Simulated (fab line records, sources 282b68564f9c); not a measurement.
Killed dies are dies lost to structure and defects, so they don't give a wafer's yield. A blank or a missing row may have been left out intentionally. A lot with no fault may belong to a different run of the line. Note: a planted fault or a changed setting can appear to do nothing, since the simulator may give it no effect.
Problem report, 8D (eight disciplines) form, completed by code -- flow rit cmos -- the parts of the form that need people (team, actions taken, sign-off) are left out

== 1. WHAT IS WRONG ==
Across 3 wafers from 2 lots, CONTACT_TEOS_THK at RIT_CONTACT_THK_MEAS_01 averages 276 nm, while fault-free wafers read 398 nm with a standard deviation of 5.8. Relative to the usual mean, that is a shift of -21 standard deviations.
Seen first at day 5 09:55 on film metro-01, wafer L935.5. The record holds 42 wafers of 14 lots with a number at this step. By rule, "out" or "out of limits" means more than 4 standard deviations away from the usual mean. Any other wafer with a number is counted as sound.

== 2. WHAT THIS IS AND IS NOT ==
question,is,is not
which readings at this step,CONTACT_TEOS_THK,-
which lots,"L935, L938","L925, L926, L927, L928, L929, L930, L931, L933, L936, L937, L943, L946"
which wafers of those lots,"L935.5, L938.4, L938.5","L935.4, L935.6, L938.3"
read on which gauges,"film metro-01, film metro-02",film metro-04
when,from day 5 09:55,"up to then (26 sound wafers); but 13 sound wafers of L936, L937, L938, L943, L946 came after"

== 3. SUSPECTS, AND WHAT RULES EACH OUT ==
Counting: any tool at a process step up to the reading remains a suspect provided it ran every lot that is out. Sound lots after the first of them don't rule it out here, since some wafers of a struck lot are sound.
- the gauge at RIT_CONTACT_THK_MEAS_01 has been ruled out. The wafers that are out were read on 2 gauges (film metro-01, film metro-02).
- plasma asher-03 at RIT_NRETRO_STRIP_09 (strips in O2, time 180 s): kept. Ran every lot that is out, first one L935 (day 4 13:07); last sound lot up to then L933 (day 4 03:13).
- pecvd-03 at RIT_CONTACT_CVD_00 (deposits SiO2 from TEOS, target thk 400 nm, time 61 s): kept. Ran every lot that is out, first one L935 (day 5 09:51); last sound lot up to then L929 (day 4 02:46). Out on those wafers are its own readings of run length s.
- Within plasma asher-03 at RIT_NRETRO_STRIP_09: the wafers that are out ran in chamber 1; their sound lot-mates ran in chamber 0.
- pecvd-03, RIT_CONTACT_CVD_00: wafers that are out in chamber 2, sound lot-mates in chambers 0, 1.
Remaining after the count are plasma asher-03 at RIT_NRETRO_STRIP_09 and pecvd-03 at RIT_CONTACT_CVD_00.

== 4. THE CAUSE (what the simulator had put in) ==
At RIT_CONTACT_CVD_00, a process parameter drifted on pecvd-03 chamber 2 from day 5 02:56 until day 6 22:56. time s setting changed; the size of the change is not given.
2 suspects survive the count, and this tool is in that group.

== 5. THE EFFECT CHAIN, in route order ==
Each row: a reading where the mean over the struck wafers with a number is more than 3 standard deviations away from the usual. Readings are gone through only where the record gives a usual standard deviation; hours: the median, over the lots, of the time from a lot's start at the first step in this table giving one to that lot's start at this step; sigmas: the change measured in usual standard deviations.
hours,step,reading,usual,on struck wafers,change,sigmas
0,RIT_CONTACT_CVD_00,run length s,89.0 s,69.6,-19.4,-43
0,RIT_CONTACT_THK_MEAS_01,CONTACT_TEOS_THK,398 nm,276,-122,-21
It contains these process steps:
- RIT_CONTACT_CVD_00: deposits SiO2 from TEOS, target thk 400 nm, time 61 s.

== 6. HOW IT WOULD HAVE BEEN CAUGHT EARLIER ==
In this record the first reading out of limits at a measuring or inspecting step was taken at day 5 09:55, 7 hours after the fault began at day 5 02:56.
Tool's own readings at RIT_CONTACT_CVD_00, run length s: out on all struck wafers the step has rows for; an alarm limit on them would have tripped on the first.
Lots out: 2; of these, L938 started RIT_CONTACT_CVD_00 on pecvd-03 after day 5 09:55. Holding the tool at that time would have saved it.
